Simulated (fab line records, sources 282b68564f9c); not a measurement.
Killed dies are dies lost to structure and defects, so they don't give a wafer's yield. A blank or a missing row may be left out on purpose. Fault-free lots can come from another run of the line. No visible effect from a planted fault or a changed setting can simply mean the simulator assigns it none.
Which tool is to blame? + flow ritCmos + 42 wafers from 14 lots sampled at 5 of the route's 202 steps

## WHAT EACH GAUGE READ, for each wafer
RIT_NLDD_OVL_MEAS_06. Usual: NLDD_OVL typically reads -0.4 nm, with standard deviation 1.3.
| lot  | measured    | on         | NLDD_OVL (nm)  | flag |
|------|-------------|------------|----------------|------|
| L408 | day 2 16:58 | overlay-02 | -1.8 -1.6 -1.9 |      |
| L409 | day 2 23:16 | overlay-02 | -0.5 0.3 -0.4  |      |
| L411 | day 3 09:52 | overlay-01 | 1.0 1.4 -0.1   |      |
| L412 | day 3 14:04 | overlay-01 | -0.9 -1.8 -1.1 |      |
| L413 | day 3 19:12 | overlay-02 | -0.2 0.8 0.9   |      |
| L418 | day 4 20:05 | overlay-02 | 1.6 1.1 1.7    |      |
| L422 | day 5 18:07 | overlay-02 | -0.6 0.3 0.2   |      |
| L424 | day 6 07:02 | overlay-02 | 0.7 1.3 -1.2   |      |
| L426 | day 6 16:35 | overlay-02 | -0.1 -1.1 -0.5 |      |
| L427 | day 6 18:22 | overlay-02 | -1.8 -0.3 0.3  |      |
| L428 | day 7 00:47 | overlay-02 | 0.3 0.1 0.4    |      |
| L429 | day 7 03:19 | overlay-02 | 1.5 1.4 1.5    |      |
| L430 | day 7 07:25 | overlay-01 | 0.9 -0.1 -1.2  |      |
| L431 | day 7 13:33 | overlay-02 | -1.0 0.5 0.3   |      |

RIT_CONTACT_CD_MEAS_90 targets a cd of 1000 nm. Usual: cdNm reads 1000.3 nm (standard deviation 1.9).
| lot  | measured    | on       | cdNm (nm)            | flag |
|------|-------------|----------|----------------------|------|
| L408 | day 3 04:40 | cdSem-02 | 1000.5 1000.5 999.4  |      |
| L409 | day 3 10:56 | cdSem-02 | 1001.9 1003.0 1004.4 |      |
| L411 | day 3 20:57 | cdSem-01 | 1002.4 1000.6 1000.9 |      |
| L412 | day 4 01:07 | cdSem-02 | 1003.5 1004.1 1001.9 |      |
| L413 | day 4 06:01 | cdSem-02 | 1001.6 1001.5 1000.7 |      |
| L418 | day 5 07:16 | cdSem-02 | 996.6 999.8 996.1    |      |
| L422 | day 6 05:42 | cdSem-01 | 1002.0 998.1 1000.7  |      |
| L424 | day 6 18:04 | cdSem-02 | 998.9 1000.8 1001.6  |      |
| L426 | day 7 03:47 | cdSem-02 | 1002.0 1001.7 1001.8 |      |
| L427 | day 7 06:03 | cdSem-02 | 1001.7 1003.5 1002.4 |      |
| L428 | day 7 13:22 | cdSem-02 | 1002.0 999.8 1001.7  |      |
| L429 | day 7 16:10 | cdSem-02 | 1000.0 999.5 1000.7  |      |
| L430 | day 7 19:23 | cdSem-02 | 999.8 998.8 1000.8   |      |
| L431 | day 8 01:19 | cdSem-02 | 1001.9 1001.2 1001.0 |      |

RIT_M1_CD_MEAS_90 targets a cd of 2600 nm. Usual: cdNm reads 2602 nm (standard deviation 3.4).
| lot  | measured    | on       | cdNm (nm)      | flag |
|------|-------------|----------|----------------|------|
| L408 | day 3 08:13 | cdSem-01 | 2596 2600 2598 |      |
| L409 | day 3 14:01 | cdSem-02 | 2602 2597 2600 |      |
| L411 | day 3 23:49 | cdSem-02 | 2602 2600 2601 |      |
| L412 | day 4 04:14 | cdSem-01 | - - -          | OFF  |
| L413 | day 4 09:00 | cdSem-02 | - - -          | OFF  |
| L418 | day 5 10:01 | cdSem-02 | 2604 2601 2603 |      |
| L422 | day 6 08:40 | cdSem-02 | 2606 2603 2606 |      |
| L424 | day 6 21:09 | cdSem-02 | 2598 2601 2599 |      |
| L426 | day 7 06:50 | cdSem-02 | 2598 2603 2604 |      |
| L427 | day 7 08:55 | cdSem-02 | 2599 2598 2598 |      |
| L428 | day 7 16:28 | cdSem-02 | 2605 2605 2603 |      |
| L429 | day 7 19:05 | cdSem-02 | 2601 2603 2606 |      |
| L430 | day 7 22:25 | cdSem-02 | 2604 2602 2604 |      |
| L431 | day 8 04:18 | cdSem-02 | 2601 2601 2606 |      |

## WHICH TOOL RAN EACH LOT (tool, then ch and the chambers of the sampled wafers, then the start)
| lot  | RIT_M1_METAL_ETCH_12            | RIT_M1_STRIP_14                    |
|------|---------------------------------|------------------------------------|
| L408 | rieMetal-03 ch 0, day 3 07:20   | plasmaAsher-01 ch 0,1, day 3 08:02 |
| L409 | rieMetal-02 ch 0,1, day 3 13:29 | plasmaAsher-02 ch 0,1, day 3 13:49 |
| L411 | rieMetal-03 ch 0,1, day 3 23:19 | plasmaAsher-03 ch 0,1, day 3 23:38 |
| L412 | rieMetal-02 ch 0,1, day 4 03:32 | plasmaAsher-03 ch 0,1, day 4 04:02 |
| L413 | rieMetal-01 ch 0,1, day 4 08:28 | plasmaAsher-03 ch 0,1, day 4 08:49 |
| L418 | rieMetal-02 ch 1, day 5 09:30   | plasmaAsher-03 ch 0,1, day 5 09:50 |
| L422 | rieMetal-01 ch 0,1, day 6 07:55 | plasmaAsher-01 ch 0,1, day 6 08:28 |
| L424 | rieMetal-02 ch 0,1, day 6 20:38 | plasmaAsher-01 ch 0,1, day 6 20:59 |
| L426 | rieMetal-02 ch 0,1, day 7 06:19 | plasmaAsher-01 ch 0,1, day 7 06:40 |
| L427 | rieMetal-03 ch 1, day 7 08:25   | plasmaAsher-02 ch 1, day 7 08:44   |
| L428 | rieMetal-01 ch 0,1, day 7 15:57 | plasmaAsher-03 ch 0,1, day 7 16:17 |
| L429 | rieMetal-02 ch 0,1, day 7 18:23 | plasmaAsher-01 ch 0,1, day 7 18:54 |
| L430 | rieMetal-03 ch 0,1, day 7 21:53 | plasmaAsher-02 ch 0,1, day 7 22:14 |
| L431 | rieMetal-01 ch 0,1, day 8 03:47 | plasmaAsher-01 ch 0,1, day 8 04:08 |
- RIT_M1_METAL_ETCH_12: etches Al in Cl2/BCl3, stops on SiO2, time 165 s, target depth 600 nm.
- RIT_M1_STRIP_14: strips in O2, time 180 s.

## WHAT THE TOOLS THEMSELVES READ (means of the sampled wafers that have a number; where no wafer has one, the mark that the record gives instead)
RIT_M1_METAL_ETCH_12. Usual: bcl3FlowSccm 50.00 sccm, standard deviation 0.15; chamberPressureMTorr 100.00 mTorr, standard deviation 0.081; drypumpMotorCurrentA 5.4 A, standard deviation 0.49; oesProductAu 0.773 a.u., standard deviation 0.012; throttleValvePct 8.24 %, standard deviation 0.18.
| lot  | tool        | bcl3FlowSccm (sccm) | chamberPressureMTorr (mTorr) | drypumpMotorCurrentA (A) | oesProductAu (a.u.) | throttleValvePct (%) | flag |
|------|-------------|---------------------|------------------------------|--------------------------|---------------------|----------------------|------|
| L408 | rieMetal-03 | 49.92               | 100.01                       | 5.8                      | 0.780               | 8.01                 |      |
| L409 | rieMetal-02 | 50.01               | 99.99                        | 5.5                      | 0.760               | 8.29                 |      |
| L411 | rieMetal-03 | 49.94               | 99.99                        | 5.2                      | 0.766               | 8.32                 |      |
| L412 | rieMetal-02 | -                   | -                            | -                        | -                   | -                    | OFF  |
| L413 | rieMetal-01 | -                   | -                            | -                        | -                   | -                    | OFF  |
| L418 | rieMetal-02 | 49.91               | 99.98                        | 5.9                      | 0.755               | 8.38                 |      |
| L422 | rieMetal-01 | 49.83               | 100.02                       | 5.4                      | 0.788               | 8.27                 |      |
| L424 | rieMetal-02 | 49.93               | 99.91                        | 5.2                      | 0.768               | 8.16                 |      |
| L426 | rieMetal-02 | 49.87               | 100.00                       | 5.5                      | 0.760               | 8.28                 |      |
| L427 | rieMetal-03 | 50.12               | 100.02                       | 4.9                      | 0.765               | 8.49                 |      |
| L428 | rieMetal-01 | 50.17               | 99.96                        | 5.3                      | 0.765               | 8.27                 |      |
| L429 | rieMetal-02 | 50.04               | 100.01                       | 5.2                      | 0.771               | 8.16                 |      |
| L430 | rieMetal-03 | 49.98               | 99.96                        | 5.5                      | 0.779               | 8.16                 |      |
| L431 | rieMetal-01 | 49.89               | 100.03                       | 5.4                      | 0.767               | 8.25                 |      |

RIT_M1_STRIP_14. Usual: drypumpMotorCurrentA reads 6.0 A (standard deviation 0.64).
| lot  | tool           | drypumpMotorCurrentA (A) | flag |
|------|----------------|--------------------------|------|
| L408 | plasmaAsher-01 | 6.4                      |      |
| L409 | plasmaAsher-02 | 6.4                      |      |
| L411 | plasmaAsher-03 | 5.2                      |      |
| L412 | plasmaAsher-03 | 5.3                      |      |
| L413 | plasmaAsher-03 | 5.8                      |      |
| L418 | plasmaAsher-03 | 5.8                      |      |
| L422 | plasmaAsher-01 | 6.4                      |      |
| L424 | plasmaAsher-01 | 6.0                      |      |
| L426 | plasmaAsher-01 | 6.4                      |      |
| L427 | plasmaAsher-02 | 6.6                      |      |
| L428 | plasmaAsher-03 | 5.7                      |      |
| L429 | plasmaAsher-01 | 6.0                      |      |
| L430 | plasmaAsher-02 | 6.4                      |      |
| L431 | plasmaAsher-01 | 6.0                      |      |

## THE ANSWER, worked out from the rows above alone
Rule: lot off if the mean of its wafers having a number is beyond 3 standard deviations from the usual mean. A lot without any number at a reading at which 4 lots or more have one is off too. Any other lot the step has rows for is counted as sound. After the gauges, taken in route order, come the tools' own readings; for these a lot's mean is taken, as printed above. At the first step where some lot is off, the reading lying furthest off is the one used; lots without a number count as furthest.
Off, at RIT_M1_CD_MEAS_90 on cdNm: L412, L413. Without a number there: L412, L413.
If a tool, at a process step before that reading, ran all the lots that are off and no sound lot after the first of them, it fits. Not tried: the gauges at RIT_M1_CD_MEAS_90; whatever is off there is also off at RIT_M1_METAL_ETCH_12, on other tools, and gauge error can't account for it. No candidate that was tried fits.

## WHAT THE SIMULATOR PUT IN
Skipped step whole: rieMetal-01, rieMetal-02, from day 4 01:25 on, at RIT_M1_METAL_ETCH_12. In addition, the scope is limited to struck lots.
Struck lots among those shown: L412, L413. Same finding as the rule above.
